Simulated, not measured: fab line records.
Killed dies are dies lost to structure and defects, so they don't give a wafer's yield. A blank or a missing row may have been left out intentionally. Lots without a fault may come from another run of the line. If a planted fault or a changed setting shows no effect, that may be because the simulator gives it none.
Comparing a struck lot with a sound one | flow berkeleyCmos170 | 24 steps out of a route of 331
Sound: the wafers L538.1, L538.5, L538.6. The struck wafers were L543.1, L543.2, L543.5. The cause is given at the end.
Each step with rows lists, per side, the tool, then ch with its chambers, then its first start. Under that, the readings that differ: sound wafers | struck wafers | difference of the means | sigmas: that difference in standard deviations of wafers without a fault.
alike: a reading whose means differ by less than 2 such deviations, as well as words and numbers matching on both sides. not compared: withheld readings; readings where some wafer has no value; bounds like >300 that might hide an equal value; numbers whose values overlap and for which the record gives no deviation.
A row with sigmas, a row that says differs or no value, or rows on one side alone: a step with any of these is where the two part. Numbers that don't overlap but have no deviation are shown without sigmas and don't part them. A reading that every wafer of one side lacks parts them only if that side has two wafers or more.

UCB170_NWELL_ETCH_13: etches Si3N4 in CH3F/Ar/O2, stops on SiO2, target depth 246.4 nm, time 154 s.
  sound on rieDiel-04 ch 2,3, day 4 21:47; struck on rieDiel-04 ch 0,1,2, day 6 00:57
  alike: drypumpMotorCurrentA, mfcArSccm, oesProductAu, rfFwdPowerW, throttleValvePct
  not compared: rfHoursCounterH
then, 1 step without rows for these wafers: UCB170_NWELL_IMPLANT_14.
UCB170_NWELL_STRIP_15: strips in O2.
  sound on plasmaAsher-02 ch 0,1, day 4 22:02; struck on plasmaAsher-02 ch 0,1, day 6 01:12
  alike: drypumpMotorCurrentA, oesProductAu, stripTimeToEndpointS
  not compared: rfHoursCounterH
UCB170_NWELL_TW_MEAS_16:
  struck on filmMetro-04, day 6 01:23; sound on filmMetro-02, day 4 22:08
  alike: NWELL_TW
then, 6 steps without rows for these wafers: UCB170_NWELL_CLEAN_17 (cleans in SPM, time 600 s); UCB170_NWELL_WET_ETCH_18 (etches Si3N4 in H3PO4, time 14400 s); UCB170_NWELL_WET_ETCH_19 (etches SiO2 in BOE, time 22 s); UCB170_PWELL_CLEAN_00 (cleans in SPM, time 600 s); UCB170_PWELL_CLEAN_01 (cleans in dHF, time 60 s); UCB170_PWELL_OXIDATION_02 (target thk 26.4 nm, ox time 1260 s).
UCB170_PWELL_THK_MEAS_03:
  struck on filmMetro-04, day 6 11:32; sound on filmMetro-04, day 5 07:22
  alike: PWELL_OXIDE_THK
then, 1 step without rows for these wafers: UCB170_PWELL_ANNEAL_04 (time 900 s).
UCB170_PWELL_CVD_05: deposits Si3N4 from SiH2Cl2/NH3, target thk 220 nm, time 3300 s.
  sound on lpcvd-02 ch 1, day 5 15:19; struck on lpcvd-01 ch 0, day 6 16:08
reading                                | sound             | struck            | difference | sigmas
sih2cl2FlowSccm (sccm)                 | 25.05 25.06 24.98 | 20.05 20.03 19.93 | -5.03      | -81
zonePowerLoadPct (%)                   | 24.1 24.6 24.4    | 18.0 18.3 18.2    | -6.2       | -2
model.Si3N4_of_PWELL_CVD_05.thkNm (nm) | 221.5 222.8 220.9 | 209.1 207.8 209.4 | -13.0      | 
UCB170_PWELL_THK_MEAS_06:
  struck on filmMetro-04, day 6 18:03; sound on filmMetro-01, day 5 17:14
reading                | sound             | struck            | difference | sigmas
PWELL_NITRIDE_THK (nm) | 221.6 223.0 220.8 | 209.0 207.8 209.5 | -13.0      | -6
then, 6 steps without rows for these wafers: UCB170_PWELL_HMDS_07 (prime time 60 s); UCB170_PWELL_COAT_08 (resist thk 900 nm); UCB170_PWELL_SOFTBAKE_09 (time 60 s); UCB170_PWELL_EXPOSE_10 (exposes mask PWELL, target cd 3000 nm); UCB170_PWELL_PEB_11; UCB170_PWELL_DEVELOP_12 (develop time 45 s).
UCB170_PWELL_OVL_MEAS_13:
  struck on overlay-01, day 6 19:20; sound on overlay-02, day 5 18:31
  alike: PWELL_OVL
UCB170_PWELL_ETCH_14: etches Si3N4 in CH3F/Ar/O2, stops on SiO2, target depth 242 nm, time 151 s.
  sound on rieDiel-01 ch 0,2,3, day 5 18:34; struck on rieDiel-01 ch 0,1,3, day 6 19:22
reading                 | sound             | struck            | difference | sigmas
oesProductAu (a.u.)     | 0.957 0.962 0.922 | 0.920 0.886 0.899 | -0.045     | -3
model.etch.depthNm (nm) | 221.5 222.8 220.9 | 209.1 207.8 209.4 | -13.0      | 
  alike: drypumpMotorCurrentA, mfcArSccm, rfFwdPowerW, throttleValvePct
  not compared: rfHoursCounterH
then, 1 step without rows for these wafers: UCB170_PWELL_IMPLANT_15.
UCB170_M3_PROBE_99:
  rows exist in the record for the sound wafers here (prober-01, day 11 10:32), none for the struck ones

## WHERE THEY PART
First at UCB170_PWELL_CVD_05; last, within this record, at UCB170_M3_PROBE_99.

WHY: whatever the simulator had introduced
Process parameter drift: lpcvd-01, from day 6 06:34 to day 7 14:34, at UCB170_PWELL_CVD_05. Setting sih2cl2FlowSccm shifted by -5 from 25. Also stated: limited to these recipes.
